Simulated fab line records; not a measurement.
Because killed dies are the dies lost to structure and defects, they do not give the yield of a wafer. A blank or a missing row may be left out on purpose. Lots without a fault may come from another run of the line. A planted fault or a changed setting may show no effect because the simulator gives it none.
fab line records + flow berkeley-cmos170
record:
- lots: 5
- wafers: 23
route steps=331 shown M3@314
start-h: start of the lot's first displayed wafer, in hours after the record's first day + wait-h: hours since the lot's step before + " the same as in the row above + L1.1+2: several wafers, shown together as one row + - either no value or no given start + * or withheld: withheld + < > ~ a bound
route shown NAME@n: NAME is a module with steps in the file, n the number in the route of the first one + usual: average and standard deviation across the fault-free wafers + same: alike in all rows + chamber/n: place in a boat + sites: per-site readings + _std_site: standard deviation across them + _edge_site: outer sites' mean less inner sites' + radius-mm: how far each site lies from the wafer's centre + mask NAME#n: copy n + behind: the last tool/chamber to shape the wafer + hold: reason for holding the lot/hours on hold/outcome of the hold + device: whichever transistor did not switch (one of n, p or np) + end of line: at the end of the route, the tests of the same wafers + where a step has no rows: the recipe by itself + killed: dies lost to structure and defects at the first sort, not the wafer's yield + map: dies across one wafer; x = killed, . = not, _ = none there
set.NAME: setting as actually run; set.NAME@STEP: the setting as run at that earlier step + model.NAME: the simulator's own value behind a step, which no gauge read
lots run with intentionally changed settings; tables by step, rows by wafer
== steps ==
step: UCB170_M3_COAT_05
recipe:
- resist: KrF
- spin-rpm: 1500
- resist-thk-nm: 900
| lot.wafer | tool           | chamber | start-h | wait-h | set.spin-rpm | model.KrF_of_M3_COAT_05.thk-nm |
|-----------|----------------|---------|---------|--------|--------------|--------------------------------|
| L076.1    | litho-track-02 | 0       | 197.54  | 0.1    | 1500         | 903.6                          |
| L076.2    | "              | 0       | "       | "      | 1500         | 900.3                          |
| L076.3    | "              | 0       | "       | "      | 1500         | 899.9                          |
| L076.5    | "              | 0       | "       | "      | 1500         | 901.9                          |
| L076.6    | "              | 0       | "       | "      | 1500         | 901.8                          |
| L078.1    | litho-track-03 | 0       | 204.28  | 0.1    | 1500         | 902.1                          |
| L078.3    | "              | 0       | "       | "      | 1586         | 873.8                          |
| L078.4    | "              | 0       | "       | "      | 1500         | 904.4                          |
| L078.5    | "              | 0       | "       | "      | 1500         | 902.5                          |
| L078.6    | "              | 0       | "       | "      | 1586         | 876.3                          |
| L080.2+3  | litho-track-02 | 0       | 204.93  | 0.1    | 1500         | 905.6                          |
| L080.4    | "              | 0       | "       | "      | 1500         | 908.3                          |
| L080.5    | "              | 0       | "       | "      | 1500         | 909.2                          |
| L080.6    | "              | 0       | "       | "      | 1500         | 906.6                          |
| L081.4    | litho-track-04 | 0       | 217.58  | 0.1    | 1500         | 902.9                          |
| L081.5    | "              | 0       | "       | "      | 1500         | 903                            |
| L081.6    | "              | 0       | "       | "      | 1500         | 906.8                          |
| L085.2    | litho-track-02 | 0       | 241.28  | 0.1    | 1500         | 904.7                          |
| L085.3    | "              | 0       | "       | "      | 1500         | 901.5                          |
| L085.4    | "              | 0       | "       | "      | 1500         | 905.4                          |
| L085.5    | "              | 0       | "       | "      | 1600         | 876.5                          |
| L085.6    | "              | 0       | "       | "      | 1600         | 875.1                          |
step: UCB170_M3_SOFTBAKE_06
recipe:
- resist: KrF
- temp-c: 130
- time-s: 60
step: UCB170_M3_STRIP_07
recipe:
- chemistry: O2
- power-w: 400
- pressure-mtorr: 3500
- platen-temp-c: withheld
- o2-flow-sccm: 400
- overash-fraction: 0.5
usual:
- strip-time-to-endpoint-s: 22.03/0.068
| lot.wafer | tool            | chamber | start-h | wait-h | set.spin-rpm@M3_COAT_05 | strip-time-to-endpoint-s |
|-----------|-----------------|---------|---------|--------|-------------------------|--------------------------|
| L076.1    | plasma-asher-01 | 0       | 197.84  | 0.1    | 1500                    | 22.05                    |
| L076.2    | "               | 1       | "       | "      | 1500                    | 21.98                    |
| L076.3    | "               | 1       | "       | "      | 1500                    | 21.96                    |
| L076.5    | "               | 0       | "       | "      | 1500                    | 22.00                    |
| L076.6    | "               | 1       | "       | "      | 1500                    | 22.00                    |
| L078.1    | plasma-asher-03 | 1       | 204.58  | 0.1    | 1500                    | 22.03                    |
| L078.3    | "               | 0       | "       | "      | 1586                    | 21.34                    |
| L078.4    | "               | 1       | "       | "      | 1500                    | 22.08                    |
| L078.5    | "               | 1       | "       | "      | 1500                    | 22.05                    |
| L078.6    | "               | 0       | "       | "      | 1586                    | 21.40                    |
| L080.2    | plasma-asher-02 | 0       | 205.20  | 0.1    | 1500                    | 22.09                    |
| L080.3    | "               | 1       | "       | "      | 1500                    | 22.11                    |
| L080.4    | "               | 0       | "       | "      | 1500                    | 22.17                    |
| L080.5    | "               | 1       | "       | "      | 1500                    | 22.19                    |
| L080.6    | "               | 0       | "       | "      | 1500                    | 22.10                    |
| L081.4    | plasma-asher-03 | 1       | 217.84  | 0.1    | 1500                    | 22.04                    |
| L081.5    | "               | 1       | "       | "      | 1500                    | 22.04                    |
| L081.6    | "               | 0       | "       | "      | 1500                    | 22.12                    |
| L085.2    | plasma-asher-03 | 1       | 241.55  | 0.1    | 1500                    | 22.09                    |
| L085.3    | "               | 0       | "       | "      | 1500                    | 22.03                    |
| L085.4    | "               | 1       | "       | "      | 1500                    | 22.09                    |
| L085.5    | "               | 0       | "       | "      | 1600                    | 21.40                    |
| L085.6    | "               | 1       | "       | "      | 1600                    | 21.37                    |
== key ==
split:
- step: UCB170_M3_COAT_05
- setting: spin-rpm
- stated: 1500
- by: wafer
response:
- step: UCB170_M3_COAT_05
- reading: model.KrF_of_M3_COAT_05.thk-nm
- change: -4.49
- per: 1%
- r: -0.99
response:
- step: UCB170_M3_STRIP_07
- reading: strip-time-to-endpoint-s
- change: *
- per: 1%
- r: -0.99
